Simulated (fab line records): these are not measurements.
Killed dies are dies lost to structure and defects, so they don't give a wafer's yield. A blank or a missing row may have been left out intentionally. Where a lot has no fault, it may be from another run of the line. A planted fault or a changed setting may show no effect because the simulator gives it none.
8D (eight disciplines) problem report, filled in by code + flow berkeley-cmos170 + the parts of the form that need people (team, actions taken, sign-off) are left out

== 1. THE ISSUE ==
Wafers without a fault read 99.96 C, standard deviation 0.13; prime-temp-c at UCB170_M3_HMDS_04 reads a mean of 102.77 C on 6 wafers belonging to 2 lots. That puts it +22 standard deviations away from the usual mean.
The step: prime time 60 s.
Seen first at day 12 15:07 on litho-track-03, wafer L115.3. At this step, 42 wafers from 14 lots have a number in the record. By rule, "out" or "out of limits" means more than 4 standard deviations away from the usual mean. The other wafers with a number count as sound.

== 2. WHAT IT IS, WHAT IT ISN'T ==
| question                    | is                     | is not                                                                    |
|-----------------------------|------------------------|---------------------------------------------------------------------------|
| which readings at this step | prime-temp-c           | -                                                                         |
| which lots                  | L114, L115             | L100, L102, L105, L106, L107, L108, L116, L117, L994, L995, L996, L997    |
| which wafers of those lots  | all that have a number | -                                                                         |
| read on which tools         | litho-track-03         | litho-track-02, litho-track-04                                            |
| when                        | from day 12 15:07      | up to then (30 sound wafers); but 6 sound wafers of L116, L117 came after |

== 3. SUSPECTS, AND WHAT RULES EACH OUT ==
Counting: any tool at a process step up to the reading is kept as a suspect provided that every lot that is out went through it and no sound lot did after the first of them.
- litho-track-03 at UCB170_M3_HMDS_04 (prime time 60 s): kept. All lots that are out passed through it, beginning with L115 at day 12 15:07, and no sound lot followed; its final sound lot before that point was L107 at day 11 04:31. Its own readings are out on those wafers: prime-temp-c.
After counting, what remains is litho-track-03 at UCB170_M3_HMDS_04.

== 4. THE CAUSE (what the simulator had put in) ==
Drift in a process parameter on litho-track-03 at UCB170_M3_HMDS_04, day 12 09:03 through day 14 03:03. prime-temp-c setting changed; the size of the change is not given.
The count eliminated every tool but this one.

== 5. THE EFFECT CHAIN, in route order ==
Rows list readings where the struck wafers' mean (over those with a number) sits beyond 3 standard deviations from the usual. Scope: only readings with a usual standard deviation given in the record; hours: median across lots of the time from each lot's start at the first step in this table that gives one to its start at this step; sigmas: change in usual standard deviations.
| hours | step              | reading      | usual   | on struck wafers | change | sigmas |
|-------|-------------------|--------------|---------|------------------|--------|--------|
| 0     | UCB170_M3_HMDS_04 | prime-temp-c | 99.96 C | 102.77           | +2.81  | +22    |
It contains these process steps:
- UCB170_M3_HMDS_04: prime time 60 s.

== 6. HOW IT WOULD HAVE BEEN CAUGHT EARLIER ==
In this record the first reading out of limits was taken at day 12 15:07, 6 hours after the fault began at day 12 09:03.
